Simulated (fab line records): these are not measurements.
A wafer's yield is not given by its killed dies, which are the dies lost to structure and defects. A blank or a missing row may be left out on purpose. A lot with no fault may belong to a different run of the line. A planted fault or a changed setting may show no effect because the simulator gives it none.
A struck lot beside a sound one :: flow rit_cmos :: 29 steps out of a route of 202
Sound: these wafers, L363.1, L363.5, L363.6. Wafers struck: L372.1, L372.2, L372.6. Last of all comes the cause.
Each step with rows lists, per side, the tool, then ch with its chambers, then its first start. Under that, the readings that differ: sound wafers :: struck wafers :: difference of the means :: sigmas: that difference in standard deviations of wafers without a fault.
alike: a reading whose means differ by less than 2 such deviations, as well as words and numbers matching on both sides. not compared: withheld readings; readings where some wafer has no value; bounds like >300 that might hide an equal value; numbers whose values overlap and for which the record gives no deviation.
The two part at a step that has a row with sigmas, a row that says differs or no value, or rows on one side only. Numbers that don't overlap but have no deviation are shown without sigmas and don't part them. A reading that every wafer of one side lacks parts them only if that side has two wafers or more.

RIT_SDANNEAL_RTA_03: time 5 s.
  sound on rtp_anneal-01 ch 0, day 4 23:17; struck on rtp_anneal-02 ch 0, day 6 19:42
  alike: wafer_temp_C_max
RIT_SDANNEAL_RS_MEAS_04: a four-point-probe measurement.
  sound on film_metro-01, day 4 23:20; struck on film_metro-01, day 6 19:46
  alike: PSD_RS
RIT_SDANNEAL_RS_MEAS_05: a four-point-probe measurement.
  sound on film_metro-01, day 4 23:28; struck on film_metro-01, day 6 19:53
  alike: NSD_RS
RIT_SDANNEAL_RS_MEAS_06: a four-point-probe measurement.
  sound on film_metro-01, day 4 23:35; struck on film_metro-01, day 6 20:00
  alike: PLDD_RS
RIT_SDANNEAL_RS_MEAS_07: a four-point-probe measurement.
  sound on film_metro-01, day 4 23:42; struck on film_metro-01, day 6 20:07
  alike: NLDD_RS
then, 1 step without rows for these wafers: RIT_SILICIDE_WET_ETCH_00 (etches SiO2 in BOE, target depth 14 nm, time 15 s).
RIT_SILICIDE_SPUTTER_01: material Ti, target thk 30 nm, time 240 s.
  sound on pvd_sputter-01, day 4 23:50; struck on pvd_sputter-03, day 6 20:15
reading: throttle_valve_pct (%)
sound: 29.3 29.9 29.6
struck: 30.3 32.2 32.1
difference: +1.9
sigmas: +2
RIT_SILICIDE_RS_MEAS_02: a four-point-probe measurement.
  sound on film_metro-04, day 4 23:59; struck on film_metro-04, day 6 20:24
  alike: SILICIDE_TI_RS
RIT_SILICIDE_THK_MEAS_03: measures by xrf.
  sound on film_metro-04, day 5 00:06; struck on film_metro-04, day 6 20:31
  alike: SILICIDE_TI_THK
RIT_SILICIDE_RTA_04: time 10 s, ramp up 5 s, ramp down 5 s.
  sound on rtp_anneal-02 ch 0, day 5 00:10; struck on rtp_anneal-01 ch 0, day 6 20:35
  alike: wafer_temp_C_max
then, 1 step without rows for these wafers: RIT_SILICIDE_WET_ETCH_05 (etches Ti in SPM, time 120 s).
RIT_SILICIDE_RTA_06: time 10 s, ramp up 5 s, ramp down 10 s.
  sound on rtp_anneal-01 ch 0, day 5 00:16; struck on rtp_anneal-02 ch 0, day 6 20:41
  alike: wafer_temp_C_max
RIT_CONTACT_CVD_00: deposits SiO2 from TEOS, target thk 400 nm, time 61 s.
  sound on pecvd-02 ch 0,2, day 5 00:20; struck on pecvd-02 ch 1,2, day 6 20:46
reading: model.SiO2_of_CONTACT_CVD_00.thk_nm (nm)
sound: 408.3 393.8 415
struck: 550.8 546.1 551
difference: +143.6
sigmas: 
  alike: heater_power_w, rf_fwd_power_W
RIT_CONTACT_THK_MEAS_01:
  sound on film_metro-04, day 5 00:23; struck on film_metro-04, day 6 20:49
reading: CONTACT_TEOS_THK (nm)
sound: 408 394 415
struck: 551 547 552
difference: +144
sigmas: +20
then, 6 steps without rows for these wafers: RIT_CONTACT_HMDS_02 (prime time 60 s); RIT_CONTACT_COAT_03 (resist thk 1000 nm); RIT_CONTACT_SOFTBAKE_04 (time 60 s); RIT_CONTACT_EXPOSE_05 (exposes mask M11, target cd 1000 nm); RIT_CONTACT_PEB_06; RIT_CONTACT_DEVELOP_07 (develop time 116.3 s).
RIT_CONTACT_CD_MEAS_08: the cd target is 1000 nm.
  sound on cd_sem-01, day 5 01:29; struck on cd_sem-01, day 6 21:59
  alike: cd_nm
RIT_CONTACT_OVL_MEAS_09:
  sound on overlay-01, day 5 01:36; struck on overlay-01, day 6 22:07
  alike: CONTACT_OVL
then, 1 step without rows for these wafers: RIT_CONTACT_HARDBAKE_10 (time 60 s).
RIT_CONTACT_ETCH_11: etches SiO2 in CHF3/CF4/Ar, stops on TiSi2, target depth 480 nm, time 320 s.
  sound on rie_diel-02 ch 0,2,3, day 5 01:55; struck on rie_diel-04 ch 0,1, day 6 22:17
reading: model.CONTACT.feature_depth_nm (nm)
sound: 408.3 393.8 415
struck: 493.4 495.9 493.1
difference: +88.4
sigmas: 

reading: model.etch.depth_nm (nm)
sound: 408.3 393.8 415
struck: 493.4 495.9 493.1
difference: +88.4
sigmas: 
  alike: O2_flow_sccm, drypump_motor_current_A, oes_product_au, rf_fwd_power_W, throttle_valve_pct
  not compared: rf_hours_counter_h
RIT_CONTACT_STRIP_12: strips in O2, time 180 s.
  sound on plasma_asher-03 ch 0,1, day 5 02:06; struck on plasma_asher-03 ch 0,1, day 6 22:29
  alike: drypump_motor_current_A
  not compared: rf_hours_counter_h
RIT_CONTACT_CD_MEAS_90: the cd target is 1000 nm.
  sound on cd_sem-01, day 5 02:17; struck on cd_sem-02, day 6 22:40
  alike: cd_nm
RIT_CONTACT_CLEAN_13: cleans in SC1, time 617.9 s.
  sound on wet_bench-01 ch 2, day 5 02:24; struck on wet_bench-02 ch 2, day 6 22:47
reading: model.SiO2_of_CONTACT_CVD_00.thk_nm (nm)
sound: 404 389.5 410.7
struck: 546.6 541.9 546.7
difference: +143.7
sigmas: 
  alike: temp_c
then, 1 step without rows for these wafers: RIT_CONTACT_CLEAN_14 (cleans in SC2, time 600 s).
RIT_M1_PROBE_99:
  sound on prober-01, day 5 07:02; struck on prober-01, day 7 03:09
reading: killed_at_contacts
sound: 0 0 0
struck: 256 261 255
difference: +257
sigmas: +99 or more

reading: killed_dies
sound: 10 7 9
struck: 264 264 264
difference: +255
sigmas: +99 or more

reading: killed_on_rim
sound: 3 5 5
struck: 70 70 70
difference: +66
sigmas: +47
  alike: killed_at_front_end, killed_open, killed_short

== WHERE THEY PART ==
Earliest at RIT_SILICIDE_SPUTTER_01; latest, in this record, at RIT_M1_PROBE_99.

WHY: whatever the simulator had introduced
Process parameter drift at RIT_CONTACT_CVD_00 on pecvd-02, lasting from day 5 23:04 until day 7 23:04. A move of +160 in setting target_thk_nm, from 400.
